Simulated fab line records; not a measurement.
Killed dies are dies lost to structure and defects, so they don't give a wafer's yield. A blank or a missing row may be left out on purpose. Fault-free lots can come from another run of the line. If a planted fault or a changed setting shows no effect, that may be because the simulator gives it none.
A single fault, viewed from 2 desks :: flow berkeleyCmos170 :: each desk has only its own numbers; what lay behind them comes last

THE METROLOGY DESK
What the gauges read for every lot (on any tool): the sampled wafers with a number, averaged. A lot is out of limits, marked OUT, if its mean lies more than 4 standard deviations from the usual mean; the brackets give that distance.
Columns: A = ACTIVE_OXIDE_THK at UCB170_ACTIVE_THK_MEAS_03, usual 26.4 nm; B = SPACER_TEOS_THK at UCB170_SPACER_THK_MEAS_01, usual 374 nm
lot: L772
first seen here: day 4 01:32
A: 26.6
B: 377

lot: L771
first seen here: day 4 01:32
A: 26.4
B: 373

lot: L773
first seen here: day 4 06:43
A: 26.2
B: 371

lot: L774
first seen here: day 4 06:43
A: 26.6
B: 371

lot: L775
first seen here: day 4 23:05
A: 27.0
B: 372

lot: L777
first seen here: day 4 23:06
A: 26.4
B: 375

lot: L778
first seen here: day 5 08:38
A: 26.8
B: 375

lot: L781
first seen here: day 5 15:13
A: 26.5
B: 375

lot: L782
first seen here: day 5 15:13
A: 25.7
B: 374

lot: L786
first seen here: day 6 20:59
A: 26.1
B: 373

lot: L789
first seen here: day 7 02:17
A: 26.2
B: 381

lot: L791
first seen here: day 7 23:40
A: 26.5
B: 378

lot: L790
first seen here: day 7 23:41
A: 27.1
B: 370

lot: L792
first seen here: day 7 23:41
A: 27.0
B: 381
This desk's finding: nothing out of limits on any of the 14 lots.

TOOL OWNER'S DESK, lithoTrack-04
The tool's own readings at UCB170_CONTACT_COAT_09, given as means over the sampled wafers that have a number, one for each lot that went through this tool. A lot is out of limits, marked OUT, if its mean lies more than 4 standard deviations from the usual mean; the brackets give that distance.
Columns: A = exhaustPa at UCB170_CONTACT_COAT_09, usual 45.1 Pa; B = spinSpeedRpm at UCB170_CONTACT_COAT_09, usual 2999.6 rpm
lot: L773
first seen here: day 6 17:45
A: 45.7
B: 3001.1

lot: L771
first seen here: day 6 21:08
A: 44.8
B: 3000.6

lot: L778
first seen here: day 8 01:15
A: 45.9
B: 3001.0

lot: L782
first seen here: day 8 17:09
A: 44.3
B: 2998.2

lot: L789
first seen here: day 10 07:55
A: 44.7
B: 2787.7 (-96) OUT

lot: L791
first seen here: day 11 02:05
A: 44.1
B: 2788.4 (-96) OUT
Finding of this desk: L789, L791 out of limits; the first was L789 at day 10 07:55, on spinSpeedRpm at UCB170_CONTACT_COAT_09. L773, L771, L778, L782: within limits.

TAKEN TOGETHER
The tool owner's desk had the chance to raise an alarm at day 10 07:55 on L789, L791.
Metrology desk: nothing out of limits seen.
The metrology desk has L789, L791 on record, within its limits.
UCB170_CONTACT_COAT_09 was run on lithoTrack-04 by each of the lots named.

WHAT WAS PUT IN BY THE SIMULATOR
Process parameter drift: lithoTrack-04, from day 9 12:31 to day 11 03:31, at UCB170_CONTACT_COAT_09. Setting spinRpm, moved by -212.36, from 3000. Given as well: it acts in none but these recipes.
Lots struck among those shown: L789, L791.
Hours from the fault's start to each desk's first reading out of limits: the tool owner's desk, 19.
